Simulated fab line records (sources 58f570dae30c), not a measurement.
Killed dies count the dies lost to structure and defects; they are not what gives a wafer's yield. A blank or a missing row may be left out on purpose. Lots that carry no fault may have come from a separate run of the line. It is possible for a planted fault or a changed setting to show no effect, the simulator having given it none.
8D (eight disciplines) problem report, filled in by code / flow berkeleyCmos170 / the parts of the form that need people (team, actions taken, sign-off) are left out

== 1. PROBLEM STATEMENT ==
M3_AL_RS at UCB170_M3_RS_MEAS_02 reads a mean of 0.0233 ohm/sq on 1 wafer of 1 lot; wafers without a fault read 0.0321 ohm/sq with a standard deviation of 0.00046. That puts it -19 standard deviations away from the usual mean.
The step: measures by four-point-probe.
The first sign was on wafer L213.1 at day 13 07:11, on filmMetro-02. The record has a number at this step for 39 wafers belonging to 13 lots. By rule, "out" or "out of limits" means more than 4 standard deviations away from the usual mean. The other wafers with a number count as sound.

== 2. WHAT IT IS, WHAT IT ISN'T ==
question=which readings at this step; is=M3_AL_RS; is not=-
question=which lots; is=L213; is not=L192, L193, L194, L197, L199, L200, L201, L202, L203, L204, L206, L208
question=which wafers of those lots; is=L213.1; is not=L213.3, L213.4
question=read on which gauges; is=filmMetro-02; is not=filmMetro-01, filmMetro-03
question=when; is=from day 13 07:11; is not=up to then (38 sound wafers)

== 3. SUSPECTS, AND WHAT RULES EACH OUT ==
Counting: a tool at a process step up to the reading stays a suspect if it ran every lot that is out. Sound lots after the first of them don't rule it out here, since some wafers of a struck lot are sound.
- the gauge at UCB170_M3_RS_MEAS_02 is ruled out. All the wafers that are out were read on filmMetro-02, but those of them that UCB170_M3_METAL_ETCH_18 has rows for are out there too, on other tools.
- pvdSputter-02 at UCB170_M3_SPUTTER_01 (material Al, target thk 900 nm, time 120 s): kept. It ran the lot that is out, L213 (day 13 07:07); its last sound lot up to then is L208 (day 12 20:38).
Left after counting: pvdSputter-02 at UCB170_M3_SPUTTER_01.

== 4. THE CAUSE (what the simulator had put in) ==
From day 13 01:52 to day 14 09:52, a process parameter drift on pvdSputter-02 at UCB170_M3_SPUTTER_01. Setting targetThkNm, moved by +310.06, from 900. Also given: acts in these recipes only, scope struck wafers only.
Only this tool survived the counting.

== 5. THE CHAIN OF EFFECTS, in route order ==
One row per reading whose mean, taken over the struck wafers that have a number, lies over 3 standard deviations from the usual. Only readings for which the record gives a usual standard deviation are gone through. hours: the time from each lot's start at the first step in this table that gives one to its start at this step, as a median over the lots. sigmas: the change in usual standard deviations.
hours=0; step=UCB170_M3_RS_MEAS_02; reading=M3_AL_RS; usual=0.0321 ohm/sq; on struck wafers=0.0233; change=-0.0088; sigmas=-19
hours=0; step=UCB170_M3_THK_MEAS_03; reading=M3_AL_THK; usual=909 nm; on struck wafers=1249; change=+340; sigmas=+24
hours=4; step=UCB170_M3_METAL_ETCH_18; reading=oesProductAu; usual=0.851 a.u.; on struck wafers=1.012; change=+0.161; sigmas=+8.9
Here are the process steps it includes:
- UCB170_M3_METAL_ETCH_18: etches Al in Cl2/BCl3, stops on SiO2, target depth 1170 nm, time 195 s.

== 6. HOW IT WOULD HAVE BEEN CAUGHT EARLIER ==
The first out-of-limits reading at a measuring or inspecting step in this record came at day 13 07:11, 5 hours after the fault's start at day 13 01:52.
Tool readings at UCB170_M3_SPUTTER_01 with a usual standard deviation given in the record: none out on any struck wafer, hence no alarm at a limit of 4 standard deviations on them.
Lots out: 1; all had begun UCB170_M3_SPUTTER_01 on pvdSputter-02 by day 13 07:11. None of them would have been spared by holding the tool at that moment.
